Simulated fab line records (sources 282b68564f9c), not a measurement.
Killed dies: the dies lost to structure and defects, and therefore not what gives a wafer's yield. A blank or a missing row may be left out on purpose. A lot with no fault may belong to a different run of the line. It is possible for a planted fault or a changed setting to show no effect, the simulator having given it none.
Which tool is to blame? || flow ritCmos || 42 wafers from 14 lots sampled at 2 of the route's 202 steps

## WHAT THE GAUGES READ, wafer by wafer
RIT_SDANNEAL_RS_MEAS_04: a four-point-probe measurement. Usual: for PSD_RS the level is 115.9 ohm/sq and the standard deviation is 0.32.
{"lot": "L590", "measured": "day 3 07:44", "on": "filmMetro-01", "PSD_RS (ohm/sq)": "115.8 116.0 115.6", "flag": ""}
{"lot": "L591", "measured": "day 3 13:35", "on": "filmMetro-01", "PSD_RS (ohm/sq)": "116.3 116.4 116.3", "flag": ""}
{"lot": "L592", "measured": "day 3 21:08", "on": "filmMetro-02", "PSD_RS (ohm/sq)": "116.4 116.1 116.1", "flag": ""}
{"lot": "L593", "measured": "day 4 01:53", "on": "filmMetro-03", "PSD_RS (ohm/sq)": "115.7 115.9 116.0", "flag": ""}
{"lot": "L595", "measured": "day 4 08:40", "on": "filmMetro-01", "PSD_RS (ohm/sq)": "115.9 116.1 115.9", "flag": ""}
{"lot": "L597", "measured": "day 4 14:32", "on": "filmMetro-02", "PSD_RS (ohm/sq)": "115.5 115.8 115.6", "flag": ""}
{"lot": "L599", "measured": "day 5 03:00", "on": "filmMetro-03", "PSD_RS (ohm/sq)": "112.1 112.1 112.0 112.2 111.8 112.1", "flag": "OFF"}
{"lot": "L600", "measured": "day 5 04:29", "on": "filmMetro-01", "PSD_RS (ohm/sq)": "112.0 111.9 112.1 112.3 111.9 112.0", "flag": "OFF"}
{"lot": "L603", "measured": "day 5 20:12", "on": "filmMetro-01", "PSD_RS (ohm/sq)": "115.8 115.5 115.5", "flag": ""}
{"lot": "L608", "measured": "day 6 20:45", "on": "filmMetro-02", "PSD_RS (ohm/sq)": "115.8 115.3 115.9", "flag": ""}
{"lot": "L610", "measured": "day 7 06:01", "on": "filmMetro-01", "PSD_RS (ohm/sq)": "115.5 115.6 115.6", "flag": ""}
{"lot": "L611", "measured": "day 7 09:37", "on": "filmMetro-02", "PSD_RS (ohm/sq)": "115.7 115.6 115.7", "flag": ""}
{"lot": "L612", "measured": "day 7 15:21", "on": "filmMetro-03", "PSD_RS (ohm/sq)": "116.3 116.0 116.2", "flag": ""}
{"lot": "L613", "measured": "day 7 20:16", "on": "filmMetro-02", "PSD_RS (ohm/sq)": "116.0 115.9 116.3", "flag": ""}

## WHAT TOOL EACH LOT RAN ON (gives the tool, then ch and the chambers of the sampled wafers, and finally the start)
{"lot": "L590", "RIT_PSD_IMPLANT_08": "implanter-01 ch 0, day 3 06:53"}
{"lot": "L591", "RIT_PSD_IMPLANT_08": "implanter-03 ch 0, day 3 12:47"}
{"lot": "L592", "RIT_PSD_IMPLANT_08": "implanter-01 ch 0, day 3 20:18"}
{"lot": "L593", "RIT_PSD_IMPLANT_08": "implanter-02 ch 0, day 4 00:54"}
{"lot": "L595", "RIT_PSD_IMPLANT_08": "implanter-02 ch 0, day 4 07:52"}
{"lot": "L597", "RIT_PSD_IMPLANT_08": "implanter-02 ch 0, day 4 13:41"}
{"lot": "L599", "RIT_PSD_IMPLANT_08": "implanter-02 ch 0, day 5 02:08"}
{"lot": "L600", "RIT_PSD_IMPLANT_08": "implanter-02 ch 0, day 5 03:39"}
{"lot": "L603", "RIT_PSD_IMPLANT_08": "implanter-01 ch 0, day 5 19:23"}
{"lot": "L608", "RIT_PSD_IMPLANT_08": "implanter-03 ch 0, day 6 19:56"}
{"lot": "L610", "RIT_PSD_IMPLANT_08": "implanter-01 ch 0, day 7 05:13"}
{"lot": "L611", "RIT_PSD_IMPLANT_08": "implanter-03 ch 0, day 7 08:48"}
{"lot": "L612", "RIT_PSD_IMPLANT_08": "implanter-01 ch 0, day 7 14:33"}
{"lot": "L613", "RIT_PSD_IMPLANT_08": "implanter-01 ch 0, day 7 19:24"}
- RIT_PSD_IMPLANT_08

## WHAT THE TOOLS THEMSELVES READ (means of the sampled wafers that have a number; where no wafer has one, the mark that the record gives instead)
RIT_PSD_IMPLANT_08. Usual: beamOnS 11.9 s, standard deviation 0.64; doseIonsCm2 5e+15, standard deviation 5.4e+12; faradayCurrentUA 12870, standard deviation 660.
{"lot": "L590", "tool": "implanter-01", "beamOnS (s)": 10.8, "doseIonsCm2": 5e+15, "faradayCurrentUA": 14093, "flag": ""}
{"lot": "L591", "tool": "implanter-03", "beamOnS (s)": 12.7, "doseIonsCm2": 5e+15, "faradayCurrentUA": 12064, "flag": ""}
{"lot": "L592", "tool": "implanter-01", "beamOnS (s)": 11.3, "doseIonsCm2": 5e+15, "faradayCurrentUA": 13542, "flag": ""}
{"lot": "L593", "tool": "implanter-02", "beamOnS (s)": 12.2, "doseIonsCm2": 5e+15, "faradayCurrentUA": 12588, "flag": ""}
{"lot": "L595", "tool": "implanter-02", "beamOnS (s)": 11.9, "doseIonsCm2": 5e+15, "faradayCurrentUA": 12819, "flag": ""}
{"lot": "L597", "tool": "implanter-02", "beamOnS (s)": 12.0, "doseIonsCm2": 5e+15, "faradayCurrentUA": 12726, "flag": ""}
{"lot": "L599", "tool": "implanter-02", "beamOnS (s)": 16.9, "doseIonsCm2": 7e+15, "faradayCurrentUA": 12730, "flag": "OFF"}
{"lot": "L600", "tool": "implanter-02", "beamOnS (s)": 16.7, "doseIonsCm2": 7e+15, "faradayCurrentUA": 12907, "flag": "OFF"}
{"lot": "L603", "tool": "implanter-01", "beamOnS (s)": 11.4, "doseIonsCm2": 5e+15, "faradayCurrentUA": 13439, "flag": ""}
{"lot": "L608", "tool": "implanter-03", "beamOnS (s)": 12.6, "doseIonsCm2": 5e+15, "faradayCurrentUA": 12169, "flag": ""}
{"lot": "L610", "tool": "implanter-01", "beamOnS (s)": 11.0, "doseIonsCm2": 5e+15, "faradayCurrentUA": 13834, "flag": ""}
{"lot": "L611", "tool": "implanter-03", "beamOnS (s)": 12.8, "doseIonsCm2": 5e+15, "faradayCurrentUA": 11926, "flag": ""}
{"lot": "L612", "tool": "implanter-01", "beamOnS (s)": 11.2, "doseIonsCm2": 5e+15, "faradayCurrentUA": 13659, "flag": ""}
{"lot": "L613", "tool": "implanter-01", "beamOnS (s)": 11.2, "doseIonsCm2": 5e+15, "faradayCurrentUA": 13685, "flag": ""}

## THE ANSWER, worked out from the rows above alone
Rule: lot off if the mean of its wafers having a number is beyond 3 standard deviations from the usual mean. Also off: a lot with no number at a reading for which 4 or more lots have one. Where the step has rows for the other lots, those lots are counted as sound. The gauges are gone through in route order, then the tools' own readings, and for those a lot's mean is taken as printed above. At the first step where some lot is off, the reading lying furthest off is the one used; lots without a number count as furthest.
Off: L599, L600, seen at RIT_SDANNEAL_RS_MEAS_04 (PSD_RS).
If a tool, at a process step before that reading, ran all the lots that are off and no sound lot after the first of them, it fits. The gauges at RIT_SDANNEAL_RS_MEAS_04 aren't tried: what is off there is off at RIT_PSD_IMPLANT_08 too, on other tools, and a gauge's error can't cause that. One fits: RIT_PSD_IMPLANT_08 on implanter-02. A fault onset in the window from L597 (day 4 13:41, its last sound lot) to L599 (day 5 02:08, its first lot off) fits.
The tool's own readings at RIT_PSD_IMPLANT_08 bear it out: on the lots that are off they differ by more than 5 times the standard deviation of the sound lots' means. beamOnS reads 16.8 s there against 11.8 s on the sound lots; doseIonsCm2 reads 7e+15 there against 5e+15 on the sound lots.

## WHAT THE SIMULATOR HAD INSERTED
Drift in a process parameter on implanter-02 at RIT_PSD_IMPLANT_08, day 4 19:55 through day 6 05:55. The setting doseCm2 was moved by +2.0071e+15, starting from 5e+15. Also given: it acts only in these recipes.
Lots struck among those shown: L599, L600. The rule above found the same.
